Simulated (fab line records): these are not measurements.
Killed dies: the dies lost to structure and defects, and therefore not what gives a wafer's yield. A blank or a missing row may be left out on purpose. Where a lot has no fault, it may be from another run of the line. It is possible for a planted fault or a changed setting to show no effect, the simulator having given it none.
A struck lot beside a sound one || flow rit-cmos || 15 steps out of a route of 202
Sound: these wafers, L180.2, L180.4, L180.6. Wafers struck: L193.1, L193.3, L193.5. The cause comes at the end.
Each step with rows lists, per side, the tool, then ch with its chambers, then its first start. Under that, the readings that differ: sound wafers || struck wafers || difference of the means || sigmas: that difference in standard deviations of wafers without a fault.
alike: words and numbers the same on both sides, and readings whose means are apart by under 2 such deviations; not compared: readings that were withheld, readings missing a value for some wafer, numbers with overlapping values and no deviation given by the record, and bounds like >300 which may hide the same value.
The two part at a step that has a row with sigmas, a row that says differs or no value, or rows on one side only. When numbers do not overlap yet have no deviation, they are printed without sigmas and do not part them. A reading missing from all wafers of one side parts the sides only when that side holds two or more wafers.

first, 1 step without rows for these wafers: RIT_SDANNEAL_CLEAN_02 (cleans in SC2, time 600 s).
RIT_SDANNEAL_RTA_03: time 5 s.
  sound on rtp-anneal-01 ch 0, day 4 08:51; struck on rtp-anneal-02 ch 0, day 6 20:46
  alike: wafer_temp_C_max
RIT_SDANNEAL_RS_MEAS_04: uses a four-point probe to measure.
  struck on film-metro-01, day 6 20:50; sound on film-metro-01, day 4 08:58
  alike: PSD_RS
RIT_SDANNEAL_RS_MEAS_05: uses a four-point probe to measure.
  struck on film-metro-01, day 6 20:57; sound on film-metro-01, day 4 09:05
  alike: NSD_RS
RIT_SDANNEAL_RS_MEAS_06: uses a four-point probe to measure.
  struck on film-metro-01, day 6 21:04; sound on film-metro-01, day 4 09:13
  alike: PLDD_RS
RIT_SDANNEAL_RS_MEAS_07: uses a four-point probe to measure.
  struck on film-metro-01, day 6 21:11; sound on film-metro-01, day 4 09:20
{"reading": "NLDD_RS (ohm/sq)", "sound": "150.8 151.2 150.6", "struck": "151.6 152.0 152.0", "difference": "+1.0", "sigmas": "+2"}
then, 1 step without rows for these wafers: RIT_SILICIDE_WET_ETCH_00 (etches SiO2 in BOE, target depth 14 nm, time 15 s).
RIT_SILICIDE_SPUTTER_01: material Ti, target thk 30 nm, time 236.4 s.
  struck on pvd-sputter-04, day 6 21:19; sound on pvd-sputter-03, day 4 09:26
  alike: chamber-pressure-pa, throttle-valve-pct
RIT_SILICIDE_RS_MEAS_02: uses a four-point probe to measure.
  struck on film-metro-02, day 6 21:28; sound on film-metro-04, day 4 09:37
  alike: SILICIDE_TI_RS
RIT_SILICIDE_THK_MEAS_03: measures by xrf.
  struck on film-metro-02, day 6 21:35; sound on film-metro-04, day 4 09:43
  alike: SILICIDE_TI_THK
RIT_SILICIDE_RTA_04: time 10 s, ramp up 5 s, ramp down 5 s.
  sound on rtp-anneal-02 ch 0, day 4 09:47; struck on rtp-anneal-01 ch 0, day 6 21:39
{"reading": "wafer_temp_C_max", "sound": "654.6 655.7 653.9", "struck": "651.8 651.6 651.6", "difference": -3.1, "sigmas": -3}
then, 1 step without rows for these wafers: RIT_SILICIDE_WET_ETCH_05 (etches Ti in SPM, time 120 s).
RIT_SILICIDE_RTA_06: time 10 s, ramp up 5 s, ramp down 10 s.
  sound on rtp-anneal-01 ch 0, day 4 09:54; struck on rtp-anneal-02 ch 0, day 6 21:46
{"reading": "wafer_temp_C_max", "sound": "752.3 752.2 752.0", "struck": "644.7 644.2 643.9", "difference": -107.9, "sigmas": -83}
RIT_CONTACT_CVD_00: deposits SiO2 from TEOS, target thk 400 nm, time 61 s.
  sound on pecvd-03 ch 0,2, day 4 10:01; struck on pecvd-02 ch 0,1,2, day 6 21:50
  alike: heater-power-w
RIT_M1_PROBE_99:
  the record has rows for the struck wafers here (prober-02, day 7 04:46) and none for the sound ones

## WHERE THEY PART
First at RIT_SDANNEAL_RS_MEAS_07; last, within this record, at RIT_M1_PROBE_99.

WHY: the cause the simulator had injected
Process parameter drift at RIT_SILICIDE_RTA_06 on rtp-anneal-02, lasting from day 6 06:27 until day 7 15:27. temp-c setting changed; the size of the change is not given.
